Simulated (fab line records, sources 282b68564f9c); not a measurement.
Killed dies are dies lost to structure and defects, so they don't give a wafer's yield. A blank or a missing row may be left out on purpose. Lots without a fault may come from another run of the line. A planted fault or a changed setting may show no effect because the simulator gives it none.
Problem report in the 8D (eight disciplines) form, filled by code | flow rit_cmos | the parts of the form that need people (team, actions taken, sign-off) are left out

1. THE PROBLEM
beam_energy_keV at RIT_NRETRO_IMPLANT_08 reads a mean of 78.088 on 6 wafers of 2 lots; wafers without a fault read 70.005 with a standard deviation of 0.021. That is +99 or more standard deviations from the usual mean.
First seen on wafer L553.2, day 4 23:20, on implanter-02. The record holds 39 wafers of 13 lots with a number at this step. Rule for "out", or "out of limits": more than 4 standard deviations from the usual mean. The other wafers with a number count as sound.

2. WHAT IT IS AND WHAT IT IS NOT
question                    | is                     | is not
which readings at this step | beam_energy_keV        | -
which lots                  | L553, L556             | L544, L545, L546, L551, L557, L559, L560, L561, L563, L566, L567
which wafers of those lots  | all that have a number | -
read on which tools         | implanter-02           | implanter-03, implanter-04
when                        | from day 4 23:20       | up to then (12 sound wafers); but 21 sound wafers of L557, L559, L560, L561, L563, L566, L567 came after

3. SUSPECTS, AND WHAT RULES EACH OUT
Counting: a tool at a process step up to the reading stays a suspect if it ran every lot that is out and no sound lot after the first of them.
- implanter-02 at RIT_NRETRO_IMPLANT_08: kept. It ran every lot that is out, first L553 (day 4 23:20), and no sound lot after that; its last sound lot up to then is L551 (day 4 17:50). Its own readings are out on those wafers: beam_energy_keV.
Left after counting: implanter-02 at RIT_NRETRO_IMPLANT_08.

4. THE CAUSE (what the simulator had put in)
Process parameter drift: implanter-02, from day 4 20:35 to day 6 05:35, at RIT_NRETRO_IMPLANT_08. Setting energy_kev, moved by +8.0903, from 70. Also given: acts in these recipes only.
Counting left only this tool.

5. THE CHAIN OF EFFECTS, in route order
Each row: a reading whose mean over the struck wafers that have a number lies more than 3 standard deviations from the usual. Only readings for which the record gives a usual standard deviation are gone through. hours: the time from each lot's start at the first step in this table that gives one to its start at this step, as a median over the lots. sigmas: the change in usual standard deviations.
hours | step                  | reading         | usual  | on struck wafers | change | sigmas
0     | RIT_NRETRO_IMPLANT_08 | beam_energy_keV | 70.005 | 78.088           | +8.083 | +99 or more
The process steps in it:
- RIT_NRETRO_IMPLANT_08

6. WHAT WOULD HAVE CAUGHT IT SOONER
In this record the first reading out of limits was taken at day 4 23:20, 3 hours after the fault began at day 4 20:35.
